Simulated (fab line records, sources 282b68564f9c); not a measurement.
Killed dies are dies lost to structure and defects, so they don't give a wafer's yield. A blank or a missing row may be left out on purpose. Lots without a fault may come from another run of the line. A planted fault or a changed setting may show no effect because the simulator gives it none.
Problem report in the 8D (eight disciplines) form, filled by code | flow rit_cmos | the parts of the form that need people (team, actions taken, sign-off) are left out

1. THE PROBLEM
killed_at_front_end at RIT_M1_PROBE_99 reads a mean of 32 on 9 wafers of 3 lots; wafers without a fault read 7 with a standard deviation of 3.2. That is +7.8 standard deviations from the usual mean.
First seen on wafer L675.1, day 7 10:53, on prober-01. The record holds 45 wafers of 15 lots with a number at this step. Rule for "out", or "out of limits": more than 4 standard deviations from the usual mean. The other wafers with a number count as sound.

2. WHAT IT IS AND WHAT IT IS NOT
question                    | is                               | is not
which readings at this step | killed_at_front_end, killed_dies | killed_open
which lots                  | L675, L676, L677                 | L656, L658, L660, L662, L666, L667, L668, L669, L670, L671, L674, L678
which wafers of those lots  | all that have a number           | -
read on which tools         | prober-01, prober-02             | -
when                        | from day 7 10:53                 | up to then (33 sound wafers); but 3 sound wafers of L678 came after

3. SUSPECTS, AND WHAT RULES EACH OUT
Counting: a tool at a process step up to the reading stays a suspect if it ran every lot that is out and no sound lot after the first of them.
- wet_bench-01 at RIT_ACTIVE_CLEAN_17 (cleans in SC2, time 600 s): kept. It ran every lot that is out, first L675 (day 5 14:28), and no sound lot after that; its last sound lot up to then is L674 (day 5 12:37).
Left after counting: wet_bench-01 at RIT_ACTIVE_CLEAN_17.

4. THE CAUSE (what the simulator had put in)
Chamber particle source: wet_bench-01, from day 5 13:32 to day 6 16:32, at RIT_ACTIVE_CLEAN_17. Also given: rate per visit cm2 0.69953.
Counting left only this tool.

5. THE CHAIN OF EFFECTS, in route order
Each row: a reading whose mean over the struck wafers that have a number lies more than 3 standard deviations from the usual. Only readings for which the record gives a usual standard deviation are gone through. hours: the time from each lot's start at the first step in this table that gives one to its start at this step, as a median over the lots. sigmas: the change in usual standard deviations.
hours | step            | reading             | usual | on struck wafers | change | sigmas
0     | RIT_M1_PROBE_99 | killed_at_front_end | 7     | 32               | +25    | +7.8
0     | RIT_M1_PROBE_99 | killed_dies         | 7     | 32               | +25    | +7.9
0     | RIT_M1_PROBE_99 | killed_on_rim       | 1.8   | 8.7              | +6.9   | +5.3
The process steps in it:
- RIT_M1_PROBE_99

6. WHAT WOULD HAVE CAUGHT IT SOONER
In this record the first reading out of limits was taken at day 7 10:53, 45 hours after the fault began at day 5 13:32.
Of the tool readings at RIT_ACTIVE_CLEAN_17 for which the record gives a usual standard deviation, none was out on any struck wafer, so an alarm limit of 4 standard deviations on them would not have fired.
All the lots that are out (3) had begun RIT_ACTIVE_CLEAN_17 on wet_bench-01 by day 7 10:53. A hold on the tool at that time would have spared none of them.
